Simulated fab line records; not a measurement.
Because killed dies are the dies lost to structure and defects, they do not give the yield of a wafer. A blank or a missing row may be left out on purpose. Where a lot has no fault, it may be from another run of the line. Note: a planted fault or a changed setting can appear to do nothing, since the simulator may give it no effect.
Which of the tools did it?    flow rit_cmos    15 lots, 45 wafers sampled, at 2 steps of a route of 202

== WHAT THE GAUGES SHOWED, per wafer ==
RIT_GATE_CD_MEAS_90: target cd 150 nm. Usual: 150.2 nm for cd_nm, sd 2.4.
lot   measured     on         cd_nm (nm)         flag
L705  day 2 17:37  cd_sem-02  151.4 153.0 152.3  
L707  day 3 04:42  cd_sem-02  149.9 148.9 148.9  
L708  day 3 11:13  cd_sem-01  151.2 149.6 150.3  
L709  day 3 14:44  cd_sem-02  151.2 149.6 147.8  
L710  day 3 18:33  cd_sem-01  - - -              OFF
L711  day 4 00:50  cd_sem-02  - - -              OFF
L712  day 4 04:44  cd_sem-01  - - -              OFF
L713  day 4 11:17  cd_sem-02  151.4 152.5 149.1  
L721  day 6 02:12  cd_sem-02  149.3 147.8 148.4  
L722  day 6 07:13  cd_sem-01  149.4 150.3 152.9  
L723  day 6 12:09  cd_sem-01  148.7 148.9 151.1  
L724  day 6 19:20  cd_sem-01  149.3 150.9 155.1  
L725  day 6 22:43  cd_sem-01  148.1 149.6 148.3  
L726  day 7 05:14  cd_sem-01  148.6 150.1 149.0  
L727  day 7 11:18  cd_sem-02  143.7 144.6 144.4  

== EACH LOT AND THE TOOL THAT RAN IT (in order: tool; ch and the chambers of the sampled wafers; start) ==
lot   RIT_GATE_ETCH_19
L705  rie_si-02 ch 1,2,3, day 2 17:19
L707  rie_si-02 ch 0,1, day 3 04:25
L708  rie_si-01 ch 0,3, day 3 10:56
L709  rie_si-02 ch 0,1,3, day 3 14:27
L710  rie_si-01 ch 0,2,3, day 3 18:16
L711  rie_si-02 ch 0,1,2, day 4 00:33
L712  rie_si-01 ch 0,1,2, day 4 04:27
L713  rie_si-02 ch 1,2, day 4 11:01
L721  rie_si-02 ch 0,1, day 6 01:53
L722  rie_si-01 ch 0,2,3, day 6 06:54
L723  rie_si-02 ch 1,2, day 6 11:52
L724  rie_si-01 ch 1,2, day 6 19:03
L725  rie_si-02 ch 1,2,3, day 6 22:25
L726  rie_si-01 ch 0,1,2, day 7 04:56
L727  rie_si-02 ch 2,3, day 7 10:59
- RIT_GATE_ETCH_19: etches poly-Si in SF6/CHF3/O2, stops on SiO2, time 165 s, target depth 312.5 nm.

== AS READ BY THE TOOLS THEMSELVES (means over the sampled wafers that have a number; for cases with no such wafer, the mark the record gives instead) ==
RIT_GATE_ETCH_19. Usual: CHF3_flow_sccm 30.00 sccm, standard deviation 0.092; O2_flow_sccm 5.001 sccm, standard deviation 0.015; drypump_motor_current_A 5.7 A, standard deviation 0.36; oes_product_au 0.841 a.u., standard deviation 0.01; throttle_valve_pct 10.27 %, standard deviation 0.15.
lot   tool       CHF3_flow_sccm (sccm)  O2_flow_sccm (sccm)  drypump_motor_current_A (A)  oes_product_au (a.u.)  throttle_valve_pct (%)  flag
L705  rie_si-02  30.07                  5.009                5.8                          0.843                  10.14                   
L707  rie_si-02  30.06                  4.991                5.2                          0.831                  10.22                   
L708  rie_si-01  30.09                  5.002                5.8                          0.830                  10.45                   
L709  rie_si-02  30.05                  4.995                5.5                          0.842                  10.17                   
L710  rie_si-01  -                      -                    -                            -                      -                       OFF
L711  rie_si-02  -                      -                    -                            -                      -                       OFF
L712  rie_si-01  -                      -                    -                            -                      -                       OFF
L713  rie_si-02  29.90                  4.995                5.8                          0.837                  10.17                   
L721  rie_si-02  29.97                  4.998                5.2                          0.844                  10.22                   
L722  rie_si-01  30.01                  4.994                5.7                          0.857                  10.37                   
L723  rie_si-02  30.04                  5.004                5.8                          0.845                  10.18                   
L724  rie_si-01  30.01                  5.007                5.7                          0.861                  10.18                   
L725  rie_si-02  30.08                  5.007                5.8                          0.842                  10.16                   
L726  rie_si-01  30.04                  5.006                5.8                          0.851                  10.29                   
L727  rie_si-02  30.23                  4.996                5.9                          0.839                  10.13                   

== THE ANSWER, worked out from the rows above alone ==
Rule: lot off if the mean of its wafers having a number is beyond 3 standard deviations from the usual mean. Also off: a lot with no number at a reading for which 4 or more lots have one. Any other lot the step has rows for is counted as sound. First the gauges in route order, then the tools' own readings, where a lot's mean is used as printed above. The first step at which some lot is off is used, and at that step the reading that is off furthest; a lot without a number counts as furthest.
Off, at RIT_GATE_CD_MEAS_90 on cd_nm: L710, L711, L712. Without a number there: L710, L711, L712.
A tool fits if, at a process step before that reading, it ran every lot that is off, and no sound lot after the first of them. The gauges at RIT_GATE_CD_MEAS_90 aren't tried: what is off there is off at RIT_GATE_ETCH_19 too, on other tools, and a gauge's error can't cause that. Not one of the candidates tried fits.

== WHAT WAS PUT IN BY THE SIMULATOR ==
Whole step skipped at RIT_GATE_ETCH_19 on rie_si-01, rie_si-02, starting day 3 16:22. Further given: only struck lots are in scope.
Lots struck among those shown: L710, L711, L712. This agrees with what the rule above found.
